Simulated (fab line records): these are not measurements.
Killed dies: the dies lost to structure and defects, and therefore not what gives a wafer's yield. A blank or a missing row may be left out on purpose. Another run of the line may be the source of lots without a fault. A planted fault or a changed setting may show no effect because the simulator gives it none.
What tool caused it? | flow berkeleyCmos170 | 15 lots, 45 wafers sampled, at 4 steps of a route of 331

## WHAT EACH GAUGE READ, for each wafer
UCB170_CONTACT_CD_MEAS_90 targets a cd of 700 nm. Usual: cdNm 700.3 nm, standard deviation 1.8.
lot  | measured     | on       | cdNm (nm)         | flag
L344 | day 8 05:55  | cdSem-02 | 701.2 700.7 701.0 | 
L346 | day 8 07:53  | cdSem-02 | 702.0 697.5 700.8 | 
L349 | day 9 09:10  | cdSem-02 | 698.3 700.6 702.8 | 
L348 | day 9 09:25  | cdSem-01 | 701.1 702.3 700.5 | 
L347 | day 9 08:05  | cdSem-02 | 697.7 699.9 698.5 | 
L350 | day 9 09:06  | cdSem-01 | 701.1 699.8 701.4 | 
L351 | day 10 07:40 | cdSem-01 | 702.6 702.5 701.4 | 
L355 | day 10 08:18 | cdSem-02 | 698.2 701.8 701.8 | 
L356 | day 10 07:46 | cdSem-02 | 698.9 696.8 700.0 | 
L359 | day 11 04:48 | cdSem-02 | 700.2 699.4 700.9 | 
L358 | day 11 05:43 | cdSem-02 | 704.1 702.8 705.5 | 
L357 | day 11 04:35 | cdSem-01 | 702.3 700.9 699.7 | 
L364 | day 13 02:10 | cdSem-01 | 701.5 698.4 701.5 | 
L365 | day 13 07:23 | cdSem-01 | 698.1 697.6 697.5 | 
L367 | day 13 20:47 | cdSem-01 | 698.5 699.1 699.7 | 

UCB170_M2_OVL_MEAS_16. Usual: for M2_OVL the level is 3 nm and the standard deviation is 5.7.
lot  | measured     | on         | M2_OVL (nm) | flag
L344 | day 8 21:13  | overlay-01 | -1 -1 0     | 
L346 | day 8 21:29  | overlay-02 | -4 5 -4     | 
L349 | day 9 18:18  | overlay-02 | 0 6 -3      | 
L348 | day 9 19:10  | overlay-02 | 1 1 -1      | 
L347 | day 9 15:55  | overlay-01 | 3 0 7       | 
L350 | day 9 17:58  | overlay-02 | 3 6 -1      | 
L351 | day 10 19:52 | overlay-01 | 3 0 1       | 
L355 | day 10 19:56 | overlay-02 | 2 5 1       | 
L356 | day 10 20:09 | overlay-02 | 3 -2 -3     | 
L359 | day 11 15:29 | overlay-02 | -1 -1 1     | 
L358 | day 11 15:43 | overlay-01 | 11 15 10    | 
L357 | day 11 12:22 | overlay-01 | 5 1 6       | 
L364 | day 13 14:10 | overlay-01 | 10 -1 5     | 
L365 | day 13 19:31 | overlay-02 | -1 -1 -1    | 
L367 | day 14 04:52 | overlay-02 | 7 10 3      | 

## EACH LOT AND THE TOOL THAT RAN IT (in order: tool; ch and the chambers of the sampled wafers; start)
lot  | UCB170_PWELL_STRIP_16              | UCB170_SILICIDE_RTA_04
L344 | plasmaAsher-02 ch 0,1, day 3 16:29 | rtpAnneal-02 ch 0, day 8 01:31
L346 | plasmaAsher-01 ch 0,1, day 4 00:01 | rtpAnneal-01 ch 0, day 8 01:46
L349 | plasmaAsher-01 ch 0,1, day 4 14:14 | rtpAnneal-01 ch 0, day 9 02:41
L348 | plasmaAsher-02 ch 0,1, day 4 14:32 | rtpAnneal-02 ch 0, day 9 02:51
L347 | plasmaAsher-03 ch 0,1, day 4 14:38 | rtpAnneal-01 ch 0, day 9 02:10
L350 | plasmaAsher-03 ch 0,1, day 4 22:31 | rtpAnneal-02 ch 0, day 9 02:21
L351 | plasmaAsher-03 ch 0,1, day 4 23:11 | rtpAnneal-02 ch 0, day 9 21:23
L355 | plasmaAsher-02 ch 0,1, day 5 18:46 | rtpAnneal-01 ch 0, day 9 21:37
L356 | plasmaAsher-02 ch 0,1, day 5 18:55 | rtpAnneal-01 ch 0, day 9 21:07
L359 | plasmaAsher-01 ch 0,1, day 6 04:42 | rtpAnneal-01 ch 0, day 10 23:37
L358 | plasmaAsher-02 ch 0,1, day 6 04:53 | rtpAnneal-02 ch 0, day 11 00:35
L357 | plasmaAsher-03 ch 1, day 6 05:13   | rtpAnneal-02 ch 0, day 10 23:37
L364 | plasmaAsher-01 ch 0,1, day 7 07:45 | rtpAnneal-01 ch 0, day 12 21:39
L365 | plasmaAsher-01 ch 0, day 7 19:17   | rtpAnneal-02 ch 0, day 13 03:03
L367 | plasmaAsher-03 ch 1, day 8 02:29   | rtpAnneal-02 ch 0, day 13 14:40
- UCB170_PWELL_STRIP_16: strips in O2.
- UCB170_SILICIDE_RTA_04: time 15 s.

## AS READ BY THE TOOLS THEMSELVES (means over the sampled wafers that have a number; for cases with no such wafer, the mark the record gives instead)
UCB170_PWELL_STRIP_16. Usual: drypumpMotorCurrentA 6.0 A, standard deviation 0.41; oesProductAu 0.721 a.u., standard deviation 0.0044; stripTimeToEndpointS 18.04 s, standard deviation 0.095.
lot  | tool           | drypumpMotorCurrentA (A) | oesProductAu (a.u.) | stripTimeToEndpointS (s) | flag
L344 | plasmaAsher-02 | 6.1                      | 0.716               | 18.12                    | 
L346 | plasmaAsher-01 | 6.3                      | 0.721               | 18.09                    | 
L349 | plasmaAsher-01 | 6.3                      | 0.726               | 18.09                    | 
L348 | plasmaAsher-02 | 6.1                      | 0.720               | 18.05                    | 
L347 | plasmaAsher-03 | 5.2                      | 0.724               | 18.03                    | 
L350 | plasmaAsher-03 | 5.5                      | 0.722               | 17.82                    | 
L351 | plasmaAsher-03 | 5.5                      | 0.717               | 18.09                    | 
L355 | plasmaAsher-02 | 6.1                      | 0.682               | 18.00                    | OFF
L356 | plasmaAsher-02 | 6.1                      | 0.681               | 18.07                    | OFF
L359 | plasmaAsher-01 | 6.2                      | 0.722               | 18.04                    | 
L358 | plasmaAsher-02 | 6.0                      | 0.704               | 18.16                    | OFF
L357 | plasmaAsher-03 | 5.7                      | 0.723               | 18.20                    | 
L364 | plasmaAsher-01 | 6.3                      | 0.720               | 18.03                    | 
L365 | plasmaAsher-01 | 6.1                      | 0.722               | 18.00                    | 
L367 | plasmaAsher-03 | 5.7                      | 0.721               | 18.10                    | 

UCB170_SILICIDE_RTA_04. Usual: lampPowerPct 10.5 %, standard deviation 0.93; wafer_temp_C_max 652.6, standard deviation 0.65.
lot  | tool         | lampPowerPct (%) | wafer_temp_C_max | flag
L344 | rtpAnneal-02 | 11.5             | 653.1            | 
L346 | rtpAnneal-01 | 9.6              | 652.3            | 
L349 | rtpAnneal-01 | 9.6              | 652.8            | 
L348 | rtpAnneal-02 | 11.5             | 652.9            | 
L347 | rtpAnneal-01 | 9.7              | 652.1            | 
L350 | rtpAnneal-02 | 11.5             | 653.0            | 
L351 | rtpAnneal-02 | 11.5             | 652.4            | 
L355 | rtpAnneal-01 | 9.7              | 653.2            | 
L356 | rtpAnneal-01 | 9.7              | 652.0            | 
L359 | rtpAnneal-01 | 9.7              | 652.5            | 
L358 | rtpAnneal-02 | 11.5             | 653.3            | 
L357 | rtpAnneal-02 | 11.5             | 652.5            | 
L364 | rtpAnneal-01 | 9.7              | 652.5            | 
L365 | rtpAnneal-02 | 11.5             | 652.1            | 
L367 | rtpAnneal-02 | 11.5             | 652.4            | 

## THE ANSWER, worked out from the rows above alone
Rule: lot off if the mean of its wafers having a number is beyond 3 standard deviations from the usual mean. A lot without any number at a reading at which 4 lots or more have one is off too. Where the step has rows for the other lots, those lots are counted as sound. After the gauges, taken in route order, come the tools' own readings; for these a lot's mean is taken, as printed above. The first step at which some lot is off is used, and at that step the reading that is off furthest; a lot without a number counts as furthest.
Off: L355, L356, L358, at UCB170_PWELL_STRIP_16 (oesProductAu).
If a tool, at that step or one of the process steps before it, ran each lot that is off and ran no sound lot following the first of them, it fits. One candidate fits, namely plasmaAsher-02 at UCB170_PWELL_STRIP_16. Its last sound lot is L348 (day 4 14:32), its first lot that is off L355 (day 5 18:46): a fault that began between those two fits.
The tool's own readings at UCB170_PWELL_STRIP_16 bear it out: on the lots that are off they differ by more than 5 times the standard deviation of the sound lots' means. oesProductAu reads 0.689 a.u. there against 0.721 a.u. on the sound lots.

## WHAT THE SIMULATOR HAD PUT IN
plasmaAsher-02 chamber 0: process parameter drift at UCB170_PWELL_STRIP_16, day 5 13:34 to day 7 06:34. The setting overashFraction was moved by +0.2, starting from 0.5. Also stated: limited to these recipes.
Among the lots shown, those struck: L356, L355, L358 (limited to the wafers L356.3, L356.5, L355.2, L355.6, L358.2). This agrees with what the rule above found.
